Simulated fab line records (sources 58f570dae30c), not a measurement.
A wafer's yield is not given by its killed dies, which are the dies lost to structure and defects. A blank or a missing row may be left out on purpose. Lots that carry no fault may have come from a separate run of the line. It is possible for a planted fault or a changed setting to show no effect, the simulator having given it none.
Code-filled problem report in 8D (eight disciplines) form ; flow berkeley cmos170 ; the parts of the form that need people (team, actions taken, sign-off) are left out

== 1. PROBLEM STATEMENT ==
Wafers without a fault read 12626 s, standard deviation 1.7; run length s at UCB170_FIELD_WET_ETCH_05 reads a mean of 20186 s on 6 wafers belonging to 2 lots. So: +99 or more standard deviations from the usual mean.
The step: etches Si3N4 in H3PO4, time 12600 s.
The first sign was on wafer L452.1 at day 9 03:24, on wet bench-04. The record holds 42 wafers of 14 lots with a number at this step. Rule for "out" (also "out of limits"): further than 4 standard deviations from the usual mean. The other wafers with a number count as sound.

== 2. WHAT IT IS; WHAT IT IS NOT ==
question;is;is not
which readings at this step;run length s;-
which lots;L452, L453;L435, L436, L437, L438, L440, L443, L444, L450, L454, L455, L456, L457
which wafers of those lots;all that have a number;-
read on which tools;wet bench-04;wet bench-03
when;from day 9 03:24;"up to then (24 sound wafers); but 12 sound wafers of L454, L455, L456, L457 came after"

== 3. THE SUSPECTS, EACH WITH WHAT RULES IT OUT ==
Counting: a tool at a process step up to the reading stays a suspect if it ran every lot that is out and no sound lot after the first of them.
- wet bench-04 at UCB170_FIELD_WET_ETCH_05 (etches Si3N4 in H3PO4, time 12600 s): ruled out as a lasting fault. After its first lot that is out, L452 (day 9 03:24), sound lots L456, L457 ran on it.
Left after counting: nothing in the record.

== 4. THE CAUSE (what the simulator had put in) ==
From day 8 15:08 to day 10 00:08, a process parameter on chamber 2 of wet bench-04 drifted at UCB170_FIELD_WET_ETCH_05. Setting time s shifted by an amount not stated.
Counting ruled it out, wrongly.

== 5. THE EFFECT CHAIN, in route order ==
One row per reading whose mean, taken over the struck wafers that have a number, lies over 3 standard deviations from the usual. Only readings whose record carries a usual standard deviation are examined. hours: median over the lots of the time between each lot's start at the first step of this table that gives one and its start at this step. sigmas: the change, counted in usual standard deviations.
hours;step;reading;usual;on struck wafers;change;sigmas
0;UCB170_FIELD_WET_ETCH_05;run length s;12626 s;20186;+7560;+99 or more
Process steps it contains:
- UCB170_FIELD_WET_ETCH_05: etches Si3N4 in H3PO4, time 12600 s.
Later steps that measure or inspect, where all struck wafers having a row at the step show a number for every such reading and not one has moved that far: UCB170_V2_THK_MEAS_04.

== 6. WHAT WOULD HAVE CAUGHT IT SOONER ==
In this record no reading fell out of limits until day 9 03:24, 12 hours after the fault had begun at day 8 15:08.
